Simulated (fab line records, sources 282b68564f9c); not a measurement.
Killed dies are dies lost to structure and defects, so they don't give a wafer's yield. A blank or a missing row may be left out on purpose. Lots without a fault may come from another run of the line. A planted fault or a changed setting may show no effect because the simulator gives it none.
Which tool did it? | flow rit_cmos | 7 lots, 21 wafers sampled, at 2 steps of a route of 202

WHAT THE GAUGES READ, wafer by wafer
RIT_CONTACT_THK_MEAS_01.
lot  | measured    | on            | CONTACT_TEOS_THK (nm)
L982 | day 3 09:46 | film_metro-01 | 399 400 406
L984 | day 3 21:56 | film_metro-04 | 400 411 410
L986 | day 4 03:10 | film_metro-02 | 399 405 406
L988 | day 4 18:47 | film_metro-01 | 396 398 405
L993 | day 5 22:35 | film_metro-01 | 399 406 407
L100 | day 7 06:40 | film_metro-02 | 397 402 374
L104 | day 7 21:31 | film_metro-02 | 403 402 405

WHICH TOOL RAN EACH LOT (tool, then ch and the chambers of the sampled wafers, then the start)
lot  | RIT_CONTACT_CVD_00
L982 | pecvd-04 ch 1,2, day 3 09:42
L984 | pecvd-03 ch 0,2, day 3 21:52
L986 | pecvd-02 ch 1,2, day 4 03:06
L988 | pecvd-04 ch 0,2, day 4 18:44
L993 | pecvd-02 ch 0, day 5 22:23
L100 | pecvd-04 ch 0,1,2, day 7 06:37
L104 | pecvd-03 ch 0,2, day 7 21:28
- RIT_CONTACT_CVD_00: deposits SiO2 from TEOS, target thk 400 nm, time 61 s.

THE ANSWER, worked out from the rows above alone
Rule: what is usual is taken from the lots themselves. Put in order of their means at a reading, lots are off if they are a third of the lots or fewer, leave a main group of 4 or more, and stand apart from it by a gap of 3 or more times the standard deviation of the main group's means; of several such gaps the widest counts. A main group whose means are all the same, to the digits that the tables above print for the reading, isn't used. A lot without any number at a reading at which 4 lots or more have one is off too. The other lots that the step has rows for count as sound.
Off: L100, at RIT_CONTACT_THK_MEAS_01 (CONTACT_TEOS_THK). The main group: mean 403 nm, standard deviation 2.2.
A tool fits if, at a process step before that reading, it ran every lot that is off, and no sound lot after the first of them. The gauges at RIT_CONTACT_THK_MEAS_01 are tried like those tools. One fits: pecvd-04 at RIT_CONTACT_CVD_00. Its last sound lot is L988 (day 4 18:44), its first lot that is off L100 (day 7 06:37): a fault that began between those two fits.

WHAT THE SIMULATOR HAD PUT IN
Site profile drift: pecvd-04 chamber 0, from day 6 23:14 on, at RIT_CONTACT_CVD_00. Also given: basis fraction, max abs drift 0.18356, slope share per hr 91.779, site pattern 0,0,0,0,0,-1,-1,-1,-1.
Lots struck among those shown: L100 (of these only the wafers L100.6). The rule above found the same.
